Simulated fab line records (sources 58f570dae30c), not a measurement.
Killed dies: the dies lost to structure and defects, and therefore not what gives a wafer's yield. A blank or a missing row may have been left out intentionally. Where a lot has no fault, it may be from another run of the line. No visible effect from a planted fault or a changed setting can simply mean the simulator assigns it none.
A single fault, viewed from 2 desks || flow berkeley-cmos170 || every desk sees just its own numbers, and what lay behind them comes last

TOOL OWNER'S DESK, litho-track-02
The tool's own readings at UCB170_ACTIVE_PEB_11, given as means over the sampled wafers that have a number, one for each lot that went through this tool. If a lot's mean is further than 4 standard deviations from the usual mean, the lot is out of limits and carries the mark OUT (the distance appears in the brackets).
Columns: A = chill-plate-temp-C at UCB170_ACTIVE_PEB_11, usual 22.98 C; B = exhaust-pa at UCB170_ACTIVE_PEB_11, usual 45.1 Pa
{"lot": "L152", "first seen here": "day 4 19:07", "A": 23.00, "B": 44.9}
{"lot": "L154", "first seen here": "day 4 19:28", "A": 22.85, "B": 46.1}
{"lot": "L175", "first seen here": "day 9 04:07", "A": 23.06, "B": 45.6}
This desk's finding: nothing out of limits on any of the 3 lots.

METROLOGY DESK
What the gauges read for every lot (on any tool): the sampled wafers with a number, averaged. If a lot's mean is further than 4 standard deviations from the usual mean, the lot is out of limits and carries the mark OUT (the distance appears in the brackets).
Columns: A = ACTIVE_OXIDE_THK at UCB170_ACTIVE_THK_MEAS_03, usual 26.1 nm
{"lot": "L152", "first seen here": "day 4 09:43", "A": 26.2}
{"lot": "L153", "first seen here": "day 4 09:43", "A": 26.9}
{"lot": "L155", "first seen here": "day 4 09:47", "A": 26.4}
{"lot": "L154", "first seen here": "day 4 09:48", "A": 26.6}
{"lot": "L157", "first seen here": "day 5 01:58", "A": 26.2}
{"lot": "L165", "first seen here": "day 6 19:37", "A": 25.8}
{"lot": "L164", "first seen here": "day 6 19:38", "A": 26.4}
{"lot": "L168", "first seen here": "day 7 02:31", "A": 25.7}
{"lot": "L170", "first seen here": "day 7 08:45", "A": 25.3}
{"lot": "L171", "first seen here": "day 7 08:46", "A": 25.6}
{"lot": "L169", "first seen here": "day 7 08:46", "A": 25.8}
{"lot": "L172", "first seen here": "day 8 01:42", "A": 26.4}
{"lot": "L173", "first seen here": "day 8 01:44", "A": 26.1}
{"lot": "L175", "first seen here": "day 8 19:43", "A": 25.5}
This desk's finding: nothing out of limits on any of the 14 lots.

ALL TOGETHER
The tool owner's desk saw nothing out of limits.
Metrology desk: nothing out of limits seen.

WHAT THE SIMULATOR HAD PUT IN
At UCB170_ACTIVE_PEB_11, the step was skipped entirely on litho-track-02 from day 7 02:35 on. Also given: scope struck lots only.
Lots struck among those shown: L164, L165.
